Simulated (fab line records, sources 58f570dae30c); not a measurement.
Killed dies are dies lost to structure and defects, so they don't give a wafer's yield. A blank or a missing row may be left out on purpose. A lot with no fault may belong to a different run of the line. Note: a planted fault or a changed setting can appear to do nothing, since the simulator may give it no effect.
Which of the tools did it? -- flow berkeley-cmos170 -- 7 lots with 21 wafers sampled at 3 steps, on a route of 331 steps

WHAT EACH GAUGE READ, for each wafer
UCB170_V2_CD_MEAS_90: the cd target is 700 nm.
lot,measured,on,cd-nm (nm)
L589,day 9 01:44,cd-sem-01,698.0 697.5 697.7
L594,day 9 22:40,cd-sem-01,700.0 700.8 699.3
L596,day 9 23:34,cd-sem-01,698.5 700.7 700.9
L599,day 10 19:01,cd-sem-01,701.9 701.9 700.3
L602,day 10 21:26,cd-sem-01,699.8 698.8 698.7
L608,day 12 23:59,cd-sem-01,- - -
L609,day 13 01:23,cd-sem-02,- - -

WHAT TOOL EACH LOT RAN ON (gives the tool, then ch and the chambers of the sampled wafers, and finally the start)
lot,UCB170_V2_ETCH_14,UCB170_V2_STRIP_15
L589,"rie-diel-04 ch 0,1,3, day 9 01:26","plasma-asher-03 ch 0,1, day 9 01:37"
L594,"rie-diel-01 ch 0,1,3, day 9 22:22","plasma-asher-01 ch 0,1, day 9 22:33"
L596,"rie-diel-02 ch 1,2, day 9 23:16","plasma-asher-01 ch 0, day 9 23:27"
L599,"rie-diel-01 ch 1,2,3, day 10 18:44","plasma-asher-03 ch 0, day 10 18:55"
L602,"rie-diel-04 ch 0,1,2, day 10 21:10","plasma-asher-02 ch 0,1, day 10 21:20"
L608,"rie-diel-01 ch 0,1,2, day 12 23:42","plasma-asher-01 ch 0,1, day 12 23:53"
L609,"rie-diel-02 ch 0,2, day 13 01:04","plasma-asher-03 ch 0,1, day 13 01:16"
- UCB170_V2_ETCH_14: etches SiO2 in CHF3/CF4/Ar, stops on Al, target depth 1250 nm, time 291 s.
- UCB170_V2_STRIP_15: strips in O2.

THE ANSWER, worked out from the rows above alone
Rule: the usual values come from the lots themselves. Put in order of their means at a reading, lots are off if they are a third of the lots or fewer, leave a main group of 4 or more, and stand apart from it by a gap of 3 or more times the standard deviation of the main group's means; of several such gaps the widest counts. Not used: any main group whose means are identical at the precision the tables above print for the reading. A lot without any number at a reading at which 4 lots or more have one is off too. The other lots that the step has rows for count as sound.
Off: L608, L609 (UCB170_V2_CD_MEAS_90, cd-nm). Without a number there: L608, L609. Mean 699.7 nm and standard deviation 1.2 in the main group.
A tool fits if, at a process step before that reading, it ran every lot that is off, and no sound lot after the first of them. The gauges at UCB170_V2_CD_MEAS_90 are tried like those tools. No candidate that was tried fits.

WHAT THE SIMULATOR PUT IN
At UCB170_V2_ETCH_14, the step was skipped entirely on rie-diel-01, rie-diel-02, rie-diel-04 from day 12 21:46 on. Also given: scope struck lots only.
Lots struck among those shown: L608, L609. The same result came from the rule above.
